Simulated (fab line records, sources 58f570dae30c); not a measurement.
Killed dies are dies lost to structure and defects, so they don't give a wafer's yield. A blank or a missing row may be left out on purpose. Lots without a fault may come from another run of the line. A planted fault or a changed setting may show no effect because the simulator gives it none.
Which tool did it? | flow berkeley_cmos170 | 14 lots, 42 wafers sampled, at 4 steps of a route of 331

WHAT THE GAUGES READ, wafer by wafer
UCB170_V1_OVL_MEAS_13. Usual: V1_OVL -1 nm, standard deviation 5.1.
lot  | measured     | on         | V1_OVL (nm) | flag
L876 | day 7 05:41  | overlay-01 | -4 -8 -3    |
L877 | day 7 05:29  | overlay-02 | 2 -2 -3     |
L880 | day 8 05:06  | overlay-02 | -8 -6 2     |
L881 | day 8 05:24  | overlay-01 | -1 -8 -4    |
L885 | day 9 05:22  | overlay-01 | 7 2 2       |
L886 | day 9 07:35  | overlay-01 | -4 -1 2     |
L887 | day 9 20:50  | overlay-02 | 0 -10 -8    |
L889 | day 10 03:06 | overlay-02 | 7 5 1       |
L890 | day 10 14:51 | overlay-01 | -1 -8 -2    |
L893 | day 10 16:17 | overlay-02 | -4 -6 1     |
L895 | day 11 10:12 | overlay-01 | 0 1 7       |
L897 | day 11 19:16 | overlay-01 | 7 4 1       |
L898 | day 11 19:32 | overlay-01 | -14 -3 -11  |
L899 | day 11 23:06 | overlay-02 | 7 1 -5      |

UCB170_M3_CD_MEAS_15: target cd 700 nm. Usual: cd_nm 699.8 nm, standard deviation 1.2.
lot  | measured     | on        | cd_nm (nm)        | flag
L876 | day 7 17:22  | cd_sem-02 | 700.7 698.4 700.8 |
L877 | day 7 16:59  | cd_sem-02 | 700.8 698.9 699.0 |
L880 | day 8 14:26  | cd_sem-01 | 700.3 699.2 699.1 |
L881 | day 8 14:35  | cd_sem-01 | 701.3 698.6 699.6 |
L885 | day 9 15:29  | cd_sem-01 | 700.4 700.5 700.3 |
L886 | day 9 17:20  | cd_sem-02 | 699.6 699.2 700.7 |
L887 | day 10 07:47 | cd_sem-01 | 699.8 701.6 701.9 |
L889 | day 10 10:58 | cd_sem-02 | 698.3 698.8 697.9 |
L890 | day 11 01:20 | cd_sem-01 | 697.5 696.9 698.5 |
L893 | day 11 02:29 | cd_sem-02 | 698.8 698.8 699.2 |
L895 | day 11 18:41 | cd_sem-02 | 699.5 698.9 699.7 |
L897 | day 12 02:38 | cd_sem-02 | 699.9 700.5 699.1 |
L898 | day 12 03:22 | cd_sem-01 | 700.1 698.7 700.1 |
L899 | day 12 07:02 | cd_sem-01 | 699.9 699.0 701.2 |

UCB170_M3_CD_MEAS_90: target cd 700 nm. Usual: cd_nm 703 nm, standard deviation 3.5.
lot  | measured     | on        | cd_nm (nm)  | flag
L876 | day 7 17:52  | cd_sem-01 | 705 703 704 |
L877 | day 7 17:28  | cd_sem-01 | 704 695 703 |
L880 | day 8 15:07  | cd_sem-01 | 709 706 707 |
L881 | day 8 15:05  | cd_sem-02 | 702 699 704 |
L885 | day 9 15:59  | cd_sem-01 | 702 701 712 |
L886 | day 9 18:01  | cd_sem-01 | 702 701 704 |
L887 | day 10 08:16 | cd_sem-02 | 701 704 705 |
L889 | day 10 11:27 | cd_sem-01 | 698 700 705 |
L890 | day 11 01:50 | cd_sem-01 | 706 701 701 |
L893 | day 11 02:58 | cd_sem-02 | 699 698 698 |
L895 | day 11 19:11 | cd_sem-01 | 704 705 701 |
L897 | day 12 03:07 | cd_sem-01 | 703 708 698 |
L898 | day 12 03:51 | cd_sem-02 | 706 701 699 |
L899 | day 12 07:31 | cd_sem-02 | 700 708 701 |

WHICH TOOL RAN EACH LOT (tool, then ch and the chambers of the sampled wafers, then the start)
lot  | UCB170_WELLDRIVE_OXIDATION_01
L876 | furnace-01 ch 0, day 3 06:40
L877 | furnace-01 ch 0, day 3 06:40
L880 | furnace-02 ch 0, day 4 05:34
L881 | furnace-02 ch 0, day 4 05:34
L885 | furnace-02 ch 0, day 5 05:11
L886 | furnace-01 ch 0, day 5 09:49
L887 | furnace-01 ch 0, day 5 17:58
L889 | furnace-03 ch 0, day 6 04:56
L890 | furnace-02 ch 0, day 6 13:45
L893 | furnace-02 ch 0, day 6 22:52
L895 | furnace-03 ch 0, day 7 09:34
L897 | furnace-02 ch 0, day 7 23:00
L898 | furnace-02 ch 0, day 7 23:00
L899 | furnace-02 ch 0, day 8 11:02
- UCB170_WELLDRIVE_OXIDATION_01: target thk 199 nm, ox time 9000 s.

WHAT THE TOOLS THEMSELVES READ (means of the sampled wafers that have a number; where no wafer has one, the mark that the record gives instead)
The record holds no such reading with a usual standard deviation.

THE ANSWER, worked out from the rows above alone
Rule: a lot is off if the mean of its wafers that have a number lies more than 3 standard deviations from the usual mean. A lot without any number at a reading at which 4 lots or more have one is off too. The other lots that the step has rows for count as sound. The gauges are gone through in route order, then the tools' own readings, and for those a lot's mean is taken as printed above. The first step at which some lot is off is used, and at that step the reading that is off furthest; a lot without a number counts as furthest.
No lot is off at any reading shown: from this, nothing can be told.

WHAT THE SIMULATOR HAD PUT IN
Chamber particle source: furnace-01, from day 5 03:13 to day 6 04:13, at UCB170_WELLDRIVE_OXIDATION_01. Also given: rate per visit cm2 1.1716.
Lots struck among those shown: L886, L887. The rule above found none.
